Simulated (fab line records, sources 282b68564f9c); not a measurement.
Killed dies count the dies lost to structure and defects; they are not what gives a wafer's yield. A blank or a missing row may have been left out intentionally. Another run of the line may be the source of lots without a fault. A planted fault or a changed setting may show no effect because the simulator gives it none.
Shared-tool check    flow ritCmos    14 lots, 42 wafers sampled

WHAT PROMPTED THE OPENING
RIT_ACTIVE_THK_MEAS_04, reading ACTIVE_NITRIDE_THK: flagged on 2 of 14 lots. Fault-free wafers read 150.1 nm, with a standard deviation of 1.4.
Rule: a lot is flagged when every wafer of it that has a number lies more than 4 standard deviations from that mean, or none has a number. The other lots count as sound.

lot   measured     on            ACTIVE_NITRIDE_THK (nm), wafer by wafer  flag
L204  day 1 13:32  filmMetro-02  150.0 149.6 151.4                        
L205  day 1 20:01  filmMetro-03  149.1 150.2 149.1                        
L206  day 1 23:32  filmMetro-02  150.3 150.2 151.7                        
L213  day 3 10:32  filmMetro-01  151.1 151.5 151.3                        
L214  day 3 16:10  filmMetro-03  150.5 150.0 150.1                        
L215  day 3 20:51  filmMetro-03  152.0 150.7 152.5                        
L216  day 4 03:51  filmMetro-03  150.5 150.1 150.7                        
L217  day 4 06:56  filmMetro-01  150.4 150.1 149.0                        
L219  day 4 17:44  filmMetro-02  151.4 152.0 151.0                        
L221  day 5 03:01  filmMetro-02  135.4 133.9 135.1                        FLAGGED
L222  day 5 07:32  filmMetro-02  134.6 133.9 133.7                        FLAGGED
L225  day 5 23:17  filmMetro-01  150.7 150.2 150.0                        
L226  day 6 05:43  filmMetro-03  149.0 149.3 149.2                        
L227  day 6 09:59  filmMetro-02  147.3 147.7 145.6                        
The numbers of the flagged lots are 134.4 nm on average: -15.7 nm against the usual, or -11 standard deviations.

WHICH TOOL RAN EACH LOT
The record keeps 1 process step preceding the reading, out of 202 steps on the route. Read each cell as the tool, then ch plus the chambers that the sampled wafers visited, then the start.
lot   flag     RIT_ACTIVE_CVD_03
L204           lpcvd-02 ch 1, day 1 12:07
L205           lpcvd-01 ch 0, day 1 18:36
L206           lpcvd-01 ch 0, day 1 22:07
L213           lpcvd-01 ch 1, day 3 09:07
L214           lpcvd-01 ch 0, day 3 14:45
L215           lpcvd-02 ch 0, day 3 19:26
L216           lpcvd-01 ch 0, day 4 01:43
L217           lpcvd-02 ch 1, day 4 05:30
L219           lpcvd-02 ch 1, day 4 16:19
L221  FLAGGED  lpcvd-02 ch 1, day 5 01:36
L222  FLAGGED  lpcvd-02 ch 1, day 5 06:07
L225           lpcvd-01 ch 0, day 5 21:09
L226           lpcvd-01 ch 1, day 6 03:35
L227           lpcvd-01 ch 1, day 6 08:35
What these steps do:
- RIT_ACTIVE_CVD_03: deposits Si3N4 from SiH2Cl2/NH3, target thk 150 nm, time 1500 s.
- RIT_ACTIVE_THK_MEAS_04

FLAGGED AGAINST TOTAL, ONE TOOL AT A TIME (gauges that did the reading follow at the end)
step                    tool          lots run  flagged  share of the flagged lots  sound lots run after its first flagged lot
RIT_ACTIVE_CVD_03       lpcvd-01      8         0        none                       -
RIT_ACTIVE_CVD_03       lpcvd-02      6         2        all                        0
RIT_ACTIVE_THK_MEAS_04  filmMetro-01  3         0        none                       -
RIT_ACTIVE_THK_MEAS_04  filmMetro-02  6         2        all                        1 (L227)
RIT_ACTIVE_THK_MEAS_04  filmMetro-03  5         0        none                       -

THE TABLE: WHAT IT ALLOWS
2 rows of the table ran every flagged lot: lpcvd-02 at RIT_ACTIVE_CVD_03, filmMetro-02 at RIT_ACTIVE_THK_MEAS_04.
- lpcvd-02 at RIT_ACTIVE_CVD_03: 2 of its 6 lots flagged. It ran its last sound lot, L219, at day 4 16:19 and its first flagged lot, L221, at day 5 01:36: a fault with its onset between the two fits. Its own readings (spikeTcCentreC, spikeTcSourceC, susceptorTempC) fall more than 4 standard deviations out on all wafers of the flagged lots.
- filmMetro-02 at RIT_ACTIVE_THK_MEAS_04: 2 of its 6 lots flagged. After the first flagged lot (L227), sound lots still ran on it; a lasting fault on the whole tool would not permit that.
One tool is left: lpcvd-02 at RIT_ACTIVE_CVD_03.

WHAT THE SIMULATOR HAD PUT IN
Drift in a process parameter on lpcvd-02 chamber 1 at RIT_ACTIVE_CVD_03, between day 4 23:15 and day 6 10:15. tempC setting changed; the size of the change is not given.
Struck lots among those shown: L221, L222. The rule above found the same.
